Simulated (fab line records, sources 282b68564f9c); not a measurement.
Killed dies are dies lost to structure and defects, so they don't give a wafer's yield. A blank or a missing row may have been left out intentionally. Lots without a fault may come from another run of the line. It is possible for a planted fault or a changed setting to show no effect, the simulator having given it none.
What tool caused it? + flow rit_cmos + 14 lots, 42 wafers sampled, at 8 steps of a route of 202

== WHAT THE GAUGES READ, wafer by wafer ==
RIT_PLDD_OVL_MEAS_06. Usual: PLDD_OVL gives -0.5 nm (standard deviation 1.2).
| lot  | measured    | on         | PLDD_OVL (nm)  | flag |
|------|-------------|------------|----------------|------|
| L198 | day 3 05:19 | overlay-02 | 1.0 -1.9 -0.5  |      |
| L199 | day 3 10:02 | overlay-01 | -2.0 -0.3 0.6  |      |
| L200 | day 3 10:16 | overlay-02 | -1.3 -1.3 -2.3 |      |
| L203 | day 4 01:52 | overlay-02 | -2.2 0.0 -1.1  |      |
| L204 | day 4 04:30 | overlay-02 | 0.9 -0.3 -2.6  |      |
| L205 | day 4 08:27 | overlay-01 | 0.6 -0.4 -0.3  |      |
| L206 | day 4 17:04 | overlay-02 | 0.5 0.3 0.2    |      |
| L207 | day 5 04:41 | overlay-01 | 0.6 -0.8 1.6   |      |
| L208 | day 5 09:59 | overlay-02 | -0.5 -1.9 0.1  |      |
| L210 | day 5 23:59 | overlay-01 | 0.9 -0.3 -0.7  |      |
| L215 | day 6 23:56 | overlay-02 | 0.2 0.8 -2.5   |      |
| L216 | day 7 00:11 | overlay-02 | -0.9 1.0 -1.6  |      |
| L217 | day 7 04:53 | overlay-02 | 1.4 -1.0 0.6   |      |
| L221 | day 7 20:16 | overlay-02 | -0.4 -0.5 -1.6 |      |

RIT_SPACER_THK_MEAS_04. Usual: SPACER_NITRIDE_THK gives 245.8 nm (standard deviation 2.7).
| lot  | measured    | on            | SPACER_NITRIDE_THK (nm) | flag |
|------|-------------|---------------|-------------------------|------|
| L198 | day 3 08:11 | film_metro-02 | 249.7 247.0 247.3       |      |
| L199 | day 3 13:07 | film_metro-03 | 249.4 249.7 250.8       |      |
| L200 | day 3 13:27 | film_metro-02 | 247.0 248.3 249.0       |      |
| L203 | day 4 04:44 | film_metro-01 | 247.3 248.7 249.9       |      |
| L204 | day 4 07:23 | film_metro-01 | 245.6 247.3 245.7       |      |
| L205 | day 4 11:28 | film_metro-03 | 245.2 245.7 247.0       |      |
| L206 | day 4 20:05 | film_metro-01 | 246.2 246.5 245.7       |      |
| L207 | day 5 07:40 | film_metro-01 | 245.2 244.4 244.4       |      |
| L208 | day 5 12:53 | film_metro-02 | 250.8 248.4 249.3       |      |
| L210 | day 6 02:53 | film_metro-02 | 248.3 248.2 247.1       |      |
| L215 | day 7 02:49 | film_metro-02 | 247.1 247.7 250.2       |      |
| L216 | day 7 03:04 | film_metro-03 | 248.9 244.3 247.9       |      |
| L217 | day 7 07:48 | film_metro-03 | 239.0 243.9 239.7       |      |
| L221 | day 7 23:08 | film_metro-03 | 244.4 243.9 246.9       |      |

RIT_SDANNEAL_RS_MEAS_04: uses a four-point probe to measure. Usual: PSD_RS gives 116.06 ohm/sq (standard deviation 0.29).
| lot  | measured    | on            | PSD_RS (ohm/sq)      | flag |
|------|-------------|---------------|----------------------|------|
| L198 | day 3 11:57 | film_metro-04 | 115.63 116.02 116.03 |      |
| L199 | day 3 17:16 | film_metro-04 | 116.05 116.06 115.99 |      |
| L200 | day 3 17:22 | film_metro-03 | 115.75 116.16 116.00 |      |
| L203 | day 4 08:29 | film_metro-02 | 116.10 115.75 115.91 |      |
| L204 | day 4 11:15 | film_metro-02 | 116.36 115.91 116.32 |      |
| L205 | day 4 15:19 | film_metro-03 | 115.70 115.93 116.23 |      |
| L206 | day 4 23:44 | film_metro-04 | 116.28 116.50 116.00 |      |
| L207 | day 5 11:09 | film_metro-02 | 116.41 116.27 115.99 |      |
| L208 | day 5 16:38 | film_metro-04 | 116.22 116.39 115.86 |      |
| L210 | day 6 06:46 | film_metro-03 | 116.04 115.90 115.97 |      |
| L215 | day 7 06:48 | film_metro-04 | 116.35 116.16 115.90 |      |
| L216 | day 7 07:14 | film_metro-02 | 98.03 97.98 98.03    | OFF  |
| L217 | day 7 11:56 | film_metro-02 | 98.26 97.95 97.99    | OFF  |
| L221 | day 8 02:50 | film_metro-02 | 115.99 115.82 115.75 |      |

RIT_SDANNEAL_RS_MEAS_05: uses a four-point probe to measure. Usual: NSD_RS gives 84.43 ohm/sq (standard deviation 0.28).
| lot  | measured    | on            | NSD_RS (ohm/sq)   | flag |
|------|-------------|---------------|-------------------|------|
| L198 | day 3 12:04 | film_metro-04 | 83.95 84.52 84.17 |      |
| L199 | day 3 17:23 | film_metro-04 | 84.71 84.54 84.52 |      |
| L200 | day 3 17:29 | film_metro-03 | 84.42 84.44 84.33 |      |
| L203 | day 4 08:37 | film_metro-02 | 84.39 84.41 84.39 |      |
| L204 | day 4 11:22 | film_metro-02 | 84.56 84.64 84.82 |      |
| L205 | day 4 15:26 | film_metro-03 | 83.87 83.95 83.79 |      |
| L206 | day 4 23:51 | film_metro-04 | 84.57 84.74 84.68 |      |
| L207 | day 5 11:16 | film_metro-02 | 84.31 84.46 84.47 |      |
| L208 | day 5 16:46 | film_metro-04 | 84.61 84.48 84.66 |      |
| L210 | day 6 06:53 | film_metro-03 | 84.04 84.23 84.19 |      |
| L215 | day 7 06:55 | film_metro-04 | 84.66 84.37 84.54 |      |
| L216 | day 7 07:21 | film_metro-02 | 81.55 81.60 81.69 | OFF  |
| L217 | day 7 12:04 | film_metro-02 | 81.59 81.61 81.95 | OFF  |
| L221 | day 8 02:57 | film_metro-02 | 84.43 84.86 84.17 |      |

RIT_SDANNEAL_RS_MEAS_06: uses a four-point probe to measure. Usual: PLDD_RS gives 178.8 ohm/sq (standard deviation 0.47).
| lot  | measured    | on            | PLDD_RS (ohm/sq)  | flag |
|------|-------------|---------------|-------------------|------|
| L198 | day 3 12:11 | film_metro-04 | 178.5 178.2 178.9 |      |
| L199 | day 3 17:30 | film_metro-04 | 178.4 178.8 179.0 |      |
| L200 | day 3 17:37 | film_metro-03 | 179.3 178.8 178.9 |      |
| L203 | day 4 08:44 | film_metro-02 | 179.1 178.2 178.6 |      |
| L204 | day 4 11:29 | film_metro-02 | 178.7 178.6 178.9 |      |
| L205 | day 4 15:34 | film_metro-03 | 178.6 178.8 178.4 |      |
| L206 | day 4 23:58 | film_metro-04 | 178.5 178.8 178.8 |      |
| L207 | day 5 11:23 | film_metro-02 | 179.4 179.3 179.0 |      |
| L208 | day 5 16:53 | film_metro-04 | 180.0 179.2 179.3 |      |
| L210 | day 6 07:01 | film_metro-03 | 178.7 178.7 178.2 |      |
| L215 | day 7 07:02 | film_metro-04 | 179.1 179.0 178.9 |      |
| L216 | day 7 07:28 | film_metro-02 | 162.0 162.5 161.9 | OFF  |
| L217 | day 7 12:11 | film_metro-02 | 162.0 161.8 162.6 | OFF  |
| L221 | day 8 03:04 | film_metro-02 | 179.6 179.5 179.2 |      |

RIT_SDANNEAL_RS_MEAS_07: uses a four-point probe to measure. Usual: NLDD_RS gives 152.7 ohm/sq (standard deviation 0.54).
| lot  | measured    | on            | NLDD_RS (ohm/sq)  | flag |
|------|-------------|---------------|-------------------|------|
| L198 | day 3 12:19 | film_metro-04 | 152.5 152.7 152.0 |      |
| L199 | day 3 17:37 | film_metro-04 | 153.2 152.8 152.8 |      |
| L200 | day 3 17:44 | film_metro-03 | 152.9 153.2 153.3 |      |
| L203 | day 4 08:51 | film_metro-02 | 152.9 153.2 153.5 |      |
| L204 | day 4 11:37 | film_metro-02 | 152.1 152.9 153.3 |      |
| L205 | day 4 15:41 | film_metro-03 | 151.7 152.0 152.0 |      |
| L206 | day 5 00:05 | film_metro-04 | 153.7 154.2 154.0 |      |
| L207 | day 5 11:31 | film_metro-02 | 152.3 152.0 152.4 |      |
| L208 | day 5 17:00 | film_metro-04 | 152.0 152.1 151.4 |      |
| L210 | day 6 07:08 | film_metro-03 | 152.1 151.9 151.6 |      |
| L215 | day 7 07:10 | film_metro-04 | 152.8 152.3 152.4 |      |
| L216 | day 7 07:35 | film_metro-02 | 150.6 150.2 150.2 | OFF  |
| L217 | day 7 12:18 | film_metro-02 | 149.2 149.5 149.6 | OFF  |
| L221 | day 8 03:11 | film_metro-02 | 152.8 152.5 152.4 |      |

RIT_SILICIDE_THK_MEAS_03: measures by xrf. Usual: SILICIDE_TI_THK gives 30.2 nm (standard deviation 0.39).
| lot  | measured    | on            | SILICIDE_TI_THK (nm) | flag |
|------|-------------|---------------|----------------------|------|
| L198 | day 3 12:42 | film_metro-04 | 30.7 30.9 30.6       |      |
| L199 | day 3 18:01 | film_metro-04 | 30.6 30.3 30.5       |      |
| L200 | day 3 18:08 | film_metro-01 | 29.9 29.7 30.1       |      |
| L203 | day 4 09:14 | film_metro-01 | 30.1 29.8 29.8       |      |
| L204 | day 4 12:00 | film_metro-04 | 29.8 30.0 30.2       |      |
| L205 | day 4 16:04 | film_metro-01 | 30.9 30.8 30.9       |      |
| L206 | day 5 00:29 | film_metro-01 | 30.0 29.7 29.7       |      |
| L207 | day 5 11:55 | film_metro-03 | 30.7 30.7 30.4       |      |
| L208 | day 5 17:23 | film_metro-03 | 30.5 30.3 30.2       |      |
| L210 | day 6 07:32 | film_metro-01 | 30.4 30.0 30.6       |      |
| L215 | day 7 07:32 | film_metro-03 | 30.3 29.9 29.8       |      |
| L216 | day 7 07:59 | film_metro-01 | 30.4 30.2 30.2       |      |
| L217 | day 7 12:43 | film_metro-03 | 29.8 29.9 29.4       |      |
| L221 | day 8 03:35 | film_metro-01 | 30.0 30.1 30.2       |      |

== WHICH TOOL RAN EACH LOT (tool, then ch and the chambers of the sampled wafers, then the start) ==
| lot  | RIT_SDANNEAL_RTA_03             |
|------|---------------------------------|
| L198 | rtp_anneal-02 ch 0, day 3 11:53 |
| L199 | rtp_anneal-01 ch 0, day 3 17:12 |
| L200 | rtp_anneal-02 ch 0, day 3 17:19 |
| L203 | rtp_anneal-01 ch 0, day 4 08:25 |
| L204 | rtp_anneal-01 ch 0, day 4 11:10 |
| L205 | rtp_anneal-01 ch 0, day 4 15:14 |
| L206 | rtp_anneal-02 ch 0, day 4 23:40 |
| L207 | rtp_anneal-01 ch 0, day 5 11:05 |
| L208 | rtp_anneal-02 ch 0, day 5 16:34 |
| L210 | rtp_anneal-02 ch 0, day 6 06:43 |
| L215 | rtp_anneal-01 ch 0, day 7 06:43 |
| L216 | rtp_anneal-02 ch 0, day 7 07:09 |
| L217 | rtp_anneal-02 ch 0, day 7 11:53 |
| L221 | rtp_anneal-01 ch 0, day 8 02:46 |
- RIT_SDANNEAL_RTA_03: time 5 s.

== AS READ BY THE TOOLS THEMSELVES (means over the sampled wafers that have a number; for cases with no such wafer, the mark the record gives instead) ==
RIT_SDANNEAL_RTA_03. Usual: ramp_up_c_per_s 341.99, standard deviation 0.062; wafer_temp_C_max 1053.4, standard deviation 1.2.
| lot  | tool          | ramp_up_c_per_s | wafer_temp_C_max | flag |
|------|---------------|-----------------|------------------|------|
| L198 | rtp_anneal-02 | 341.99          | 1053.3           |      |
| L199 | rtp_anneal-01 | 341.97          | 1053.8           |      |
| L200 | rtp_anneal-02 | 342.04          | 1053.6           |      |
| L203 | rtp_anneal-01 | 342.01          | 1055.6           |      |
| L204 | rtp_anneal-01 | 341.90          | 1052.5           |      |
| L205 | rtp_anneal-01 | 342.07          | 1052.4           |      |
| L206 | rtp_anneal-02 | 342.00          | 1053.5           |      |
| L207 | rtp_anneal-01 | 342.03          | 1053.4           |      |
| L208 | rtp_anneal-02 | 341.96          | 1053.3           |      |
| L210 | rtp_anneal-02 | 341.98          | 1053.9           |      |
| L215 | rtp_anneal-01 | 341.95          | 1053.1           |      |
| L216 | rtp_anneal-02 | 341.97          | 1052.9           |      |
| L217 | rtp_anneal-02 | 341.99          | 1054.7           |      |
| L221 | rtp_anneal-01 | 341.98          | 1052.1           |      |

== THE ANSWER, worked out from the rows above alone ==
Rule: a lot counts as off when the mean over its wafers that have a number is more than 3 standard deviations away from the usual mean. A lot without any number at a reading at which 4 lots or more have one is off too. Where the step has rows for the other lots, those lots are counted as sound. Order of review: gauges by route order, followed by the tools' own readings, for which a lot's mean as printed above is used. At the first step where some lot is off, the reading lying furthest off is the one used; lots without a number count as furthest.
Off: L216, L217, seen at RIT_SDANNEAL_RS_MEAS_04 (PSD_RS).
A tool fits if, at a process step before that reading, it ran every lot that is off, and no sound lot after the first of them. The gauges at RIT_SDANNEAL_RS_MEAS_04 are tried like those tools. One fits: rtp_anneal-02 at RIT_SDANNEAL_RTA_03. Its last sound lot is L210 (day 6 06:43), its first lot that is off L216 (day 7 07:09): a fault that began between those two fits.

== WHAT THE SIMULATOR HAD PUT IN ==
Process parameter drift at RIT_SDANNEAL_RTA_03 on rtp_anneal-02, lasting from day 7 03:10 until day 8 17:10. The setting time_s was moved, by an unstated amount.
Lots struck among those shown: L216, L217. The rule above found the same.
